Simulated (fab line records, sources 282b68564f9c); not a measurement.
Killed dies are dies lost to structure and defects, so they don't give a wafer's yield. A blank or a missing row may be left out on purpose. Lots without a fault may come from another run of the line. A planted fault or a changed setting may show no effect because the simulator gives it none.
Split-lot experiment | flow rit_cmos | 5 lots, 23 wafers read, on a route of 202 steps

THE SPLIT
At RIT_NRETRO_IMPLANT_08, the setting energy_kev was moved away from the recipe's 70 on 8 of the 23 wafers read, by +2.8% to +5.4%. The other wafers ran this setting at the recipe's value.

The reading is taken at the split's own step.

THE READING
implant.drp_nm (the simulator's own value, which no gauge read), in nm, at RIT_NRETRO_IMPLANT_08. The file gives no usual value for it.

wafer  | tool, chamber at the split | energy_kev as run | against the recipe | implant.drp_nm, nm | against lot-mates on the recipe
L075.1 | implanter-04, 0            | 70                | recipe             | 33.94              | -
L075.2 | implanter-04, 0            | 70                | recipe             | 33.94              | -
L075.4 | implanter-04, 0            | 70                | recipe             | 33.94              | -
L075.5 | implanter-04, 0            | 70                | recipe             | 33.94              | -
L075.6 | implanter-04, 0            | 70                | recipe             | 33.94              | -
L078.1 | implanter-02, 0            | 71.99             | +2.8%              | 34.75              | +0.81
L078.2 | implanter-02, 0            | 71.99             | +2.8%              | 34.75              | +0.81
L078.3 | implanter-02, 0            | 71.99             | +2.8%              | 34.75              | +0.81
L078.5 | implanter-02, 0            | 70                | recipe             | 33.94              | -
L078.6 | implanter-02, 0            | 70                | recipe             | 33.94              | -
L080.1 | implanter-02, 0            | 70                | recipe             | 33.94              | -
L080.2 | implanter-02, 0            | 70                | recipe             | 33.94              | -
L080.3 | implanter-02, 0            | 73.75             | +5.4%              | 35.46              | +1.52
L080.4 | implanter-02, 0            | 73.75             | +5.4%              | 35.46              | +1.52
L080.5 | implanter-02, 0            | 73.75             | +5.4%              | 35.46              | +1.52
L081.1 | implanter-02, 0            | 70                | recipe             | 33.94              | -
L081.2 | implanter-02, 0            | 70                | recipe             | 33.94              | -
L081.3 | implanter-02, 0            | 70                | recipe             | 33.94              | -
L081.5 | implanter-02, 0            | 73.64             | +5.2%              | 35.41              | +1.47
L081.6 | implanter-02, 0            | 73.64             | +5.2%              | 35.41              | +1.47
L082.1 | implanter-04, 0            | 70                | recipe             | 33.94              | -
L082.3 | implanter-04, 0            | 70                | recipe             | 33.94              | -
L082.6 | implanter-04, 0            | 70                | recipe             | 33.94              | -

THE FIT
A straight line over all 23 wafers: implant.drp_nm changes by +0.283 nm for each +1% of energy_kev; r = +1.00; the points scatter about the line by 0.002 nm.
The same after taking each lot's own level away (the mean of its wafers on the recipe; 23 wafers): +0.283 nm for each +1%; r = +1.00; scatter 0.002 nm.
On that fit, the largest move of energy_kev shifts the reading by 1.5 nm.
The lots' own levels span 33.940 to 33.940 nm.
So the lot-to-lot level changes the slope little: the two slopes agree.
Check: with one of the wafers moved furthest among these (+5.4%) left out of the fit, the line predicts +1.52 nm for it against its lot-mates. It came out at +1.52 nm against them.

OTHER SPLITS ON THESE WAFERS
These wafers also went through other splits before the reading. Each is held against what the fit with the lots' levels taken away leaves over:
other split on the same wafers  | wafers away from the commonest value | r with implant.drp_nm (lot level and that fit taken away)
RIT_ACTIVE_OXIDATION_01 temp_c  | 18                                   | -0.20
RIT_ACTIVE_ETCH_13 time_s       | 4                                    | +0.15
RIT_FOX2_WET_ETCH_03 time_s     | 15                                   | -0.33
RIT_NWELL_IMPLANT_08 energy_kev | 10                                   | +0.21
RIT_PWELL_IMPLANT_08 energy_kev | 6                                    | +0.40

THE WHOLE CHAIN: every reading that the file lists as answering this split, in the file's order
step                  | what it does | reading                                                         | change (the file's fit)               | r (the file's)
RIT_NRETRO_IMPLANT_08 |              | implant.rp_nm (the simulator's own value, which no gauge read)  | +0.865 nm for each +1% of the setting | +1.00
RIT_NRETRO_IMPLANT_08 |              | implant.drp_nm (the simulator's own value, which no gauge read) | +0.284 nm for each +1% of the setting | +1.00

THE FILE'S OWN FIT
implant.drp_nm changes by +0.284 nm for each +1% of energy_kev, r = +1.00.
